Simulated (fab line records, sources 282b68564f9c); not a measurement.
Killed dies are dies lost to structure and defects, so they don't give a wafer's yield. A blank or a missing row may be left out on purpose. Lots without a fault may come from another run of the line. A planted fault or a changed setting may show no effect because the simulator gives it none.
fab line records | flow rit_cmos
record lots=14 wafers=42 last_day=7
route steps=202 shown GATE@87 M1@202
lots that met no fault: from a run of the same line without faults
start_h: hours from the record's first day to the start of the lot's first wafer shown | wait_h: hours since the lot's step before | " the same as in the row above | L1.1+2: a row that stands for several wafers | - no value, or no start given | * or withheld: withheld | < > ~ a bound
route shown NAME@n: a module of which the file shows steps, and the number in the route of the first | usual: mean/standard deviation of fault-free wafers | same: alike in all rows | chamber/n: place in a boat | sites: the reading at each site | _std_site: their standard deviation | _edge_site: outer sites' mean less inner sites' | radius_mm: how far each site lies from the wafer's centre | mask NAME#n: copy n | behind: the tool/chamber that last shaped the wafer | hold: why the lot was held/for how many hours/how that ended | device: the transistor (n, p or np) that didn't switch | end of line: the same wafers' tests at the end of the route | a step without rows: its recipe alone | killed: dies lost to structure and defects at the first sort, not the wafer's yield | map: a wafer's dies, x killed, . not, _ none there
set.NAME: the setting as run; set.NAME@STEP: as run at that earlier step | model.NAME: the simulator's own value behind a step, which no gauge read
steps of the route over a sample of lots; a table a step, a row a wafer
## steps
# step RIT_GATE_COAT_11
# recipe resist=NOVOLAK spin_rpm=4250 resist_thk_nm=850
# columns lot.wafer tool chamber start_h wait_h
L659.1+2+4 litho_track-04 0 39.14 0.1
L660.1+4+6 litho_track-02 0 46.47 0.1
L661.2+3+5 litho_track-04 0 49.60 0.1
L662.1+3+6 litho_track-02 0 52.28 0.1
L663.2+5+6 litho_track-04 0 59.59 0.1
L664.1+2+4 litho_track-04 0 65.09 0.1
L665.4+5+6 litho_track-02 0 68.01 0.1
L666.4+5+6 litho_track-02 0 71.82 0.1
L667.2+3+4 litho_track-01 0 79.86 0.1
L673.1+3+6 litho_track-04 0 110.07 0.1
L674.2+3+4 litho_track-04 0 111.72 0.1
L675.3+5+6 litho_track-02 0 119.24 0.1
L677.2+5+6 litho_track-02 0 129.85 0.1
L682.1+4+5 litho_track-02 0 152.75 0.1
# step RIT_GATE_CD_MEAS_16
# recipe target_cd_nm=150
# usual cd_nm=150.7/2.5
# columns lot.wafer tool chamber start_h wait_h cd_nm
L659.1 cd_sem-01 - 39.93 - 147.7
L659.2 " - " " 146.8
L659.4 " - " " 148.7
L660.1 cd_sem-01 - 47.29 - 150.0
L660.4 " - " " 148.4
L660.6 " - " " 148.9
L661.2 cd_sem-02 - 50.30 - 152.1
L661.3 " - " " 152.4
L661.5 " - " " 152.0
L662.1 cd_sem-01 - 53.14 - 155.4
L662.3 " - " " 155.1
L662.6 " - " " 155.0
L663.2 cd_sem-02 - 60.41 - 154.1
L663.5 " - " " 150.8
L663.6 " - " " 152.6
L664.1 cd_sem-02 - 65.80 - 151.3
L664.2 " - " " 151.3
L664.4 " - " " 150.5
L665.4 cd_sem-01 - 68.82 - 150.0
L665.5 " - " " 149.0
L665.6 " - " " 151.8
L666.4 cd_sem-01 - 72.63 - 153.7
L666.5 " - " " 151.9
L666.6 " - " " 151.7
L667.2 cd_sem-02 - 80.73 - 150.8
L667.3 " - " " 153.4
L667.4 " - " " 150.4
L673.1 cd_sem-02 - 110.77 - 58.6
L673.3 " - " " 59.3
L673.6 " - " " 58.7
L674.2 cd_sem-02 - 112.58 - 64.1
L674.3 " - " " 59.5
L674.4 " - " " 64.3
L675.3 cd_sem-02 - 120.12 - 152.5
L675.5 " - " " 151.9
L675.6 " - " " 152.9
L677.2 cd_sem-02 - 130.68 - 150.2
L677.5 " - " " 148.6
L677.6 " - " " 148.6
L682.1 cd_sem-02 - 153.45 - 152.4
L682.4 " - " " 148.3
L682.5 " - " " 153.1
# step RIT_M1_PROBE_99
# usual killed_at_contacts=0.1/0.24 killed_at_front_end=7/3.2 killed_dies=7/3.2 killed_on_rim=1.9/1.4 killed_open=3.6/2.1 killed_short=3.5/2
# same gross_dies=264 killed_at_M0_to_M3=0 killed_at_M4_up=0 killed_at_back_side=0 killed_at_other=0
# columns lot.wafer tool chamber start_h wait_h killed_at_contacts killed_at_front_end killed_dies killed_on_rim killed_open killed_short
L673.1 prober-02 - 131.78 0.1 0 264 264 70 7 8
L673.3 prober-02 - 131.88 0.2 1 263 264 70 4 6
L673.6 prober-02 - 132.03 0.2 0 264 264 70 7 6
L674.2 prober-01 - 133.84 0.1 0 264 264 70 8 4
L674.3 prober-01 - 133.89 0.2 0 264 264 70 7 6
L674.4 prober-01 - 133.94 0.2 0 264 264 70 5 6
# killed by level:class
L673.1 GATE:area_expose=249 GATE:geometric_particle:short=7 GATE:geometric_particle:open=6 FOX1:geometric_particle:short=1 FOX1:geometric_particle:open=1
L673.3 GATE:area_expose=254 GATE:geometric_particle:short=4 GATE:geometric_particle:open=4 FOX1:geometric_particle:short=1 CONTACT:geometric_particle:short=1
L673.6 GATE:area_expose=251 GATE:geometric_particle:open=5 GATE:geometric_particle:short=4 FOX1:geometric_particle:short=1 FOX2:geometric_particle:short=1 REOX:geometric_particle:open=1 SPACER:geometric_particle:open=1
L674.2 GATE:area_expose=252 GATE:geometric_particle:open=6 GATE:geometric_particle:short=2 FOX2:geometric_particle:short=1 SPACER:geometric_particle:open=1 SILICIDE:geometric_particle:short=1 SILICIDE:geometric_particle:open=1
L674.3 GATE:area_expose=251 GATE:geometric_particle:short=5 GATE:geometric_particle:open=3 REOX:geometric_particle:open=2 FOX1:geometric_particle:open=1 REOX:geometric_particle:short=1 SPACER:geometric_particle:open=1
L674.4 GATE:area_expose=253 GATE:geometric_particle:short=4 GATE:geometric_particle:open=2 FOX2:geometric_particle:open=1 REOX:geometric_particle:open=1 SPACER:geometric_particle:short=1 SILICIDE:geometric_particle:open=1 SILICIDE:geometric_particle:short=1
## key
first_sign step=RIT_GATE_CD_MEAS_16 reading=cd_nm direction=down sigmas=36 usual=150.7 struck=60.8
effect step=RIT_M1_PROBE_99 reading=killed_at_front_end direction=up sigmas=80 usual=7 struck=264
more_kills_born_at RIT_GATE_EXPOSE_13@iline_stepper-01=757 RIT_GATE_EXPOSE_13@iline_stepper-02=755
met_at RIT_GATE_COAT_11
struck_lots L673,L674
later_rows_left_out L673.1,L673.3,L673.6,L674.2,L674.3,L674.4
tester_left_out L673,L674
onset_between 65.09 110.07
fault kind=process_parameter_drift tool=litho_track-04 chamber=- onset_h=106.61 steps=RIT_GATE_COAT_11 channel=resist_thk_nm offset=-382.5 shape=step end_h=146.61 acts_in=these_recipes_only stated=850
# tester_left_out: of these lots the tester's yield and bins aren't shown, on N5 and GAA mostly nor the transistor test; their killed dies are dies lost to structure and defects alone, not to doping, threshold or leakage, so they don't give the yield
# later_rows_left_out: the simulator's readings of these wafers behind a module that went badly wrong aren't trusted and aren't shown, but for the sort
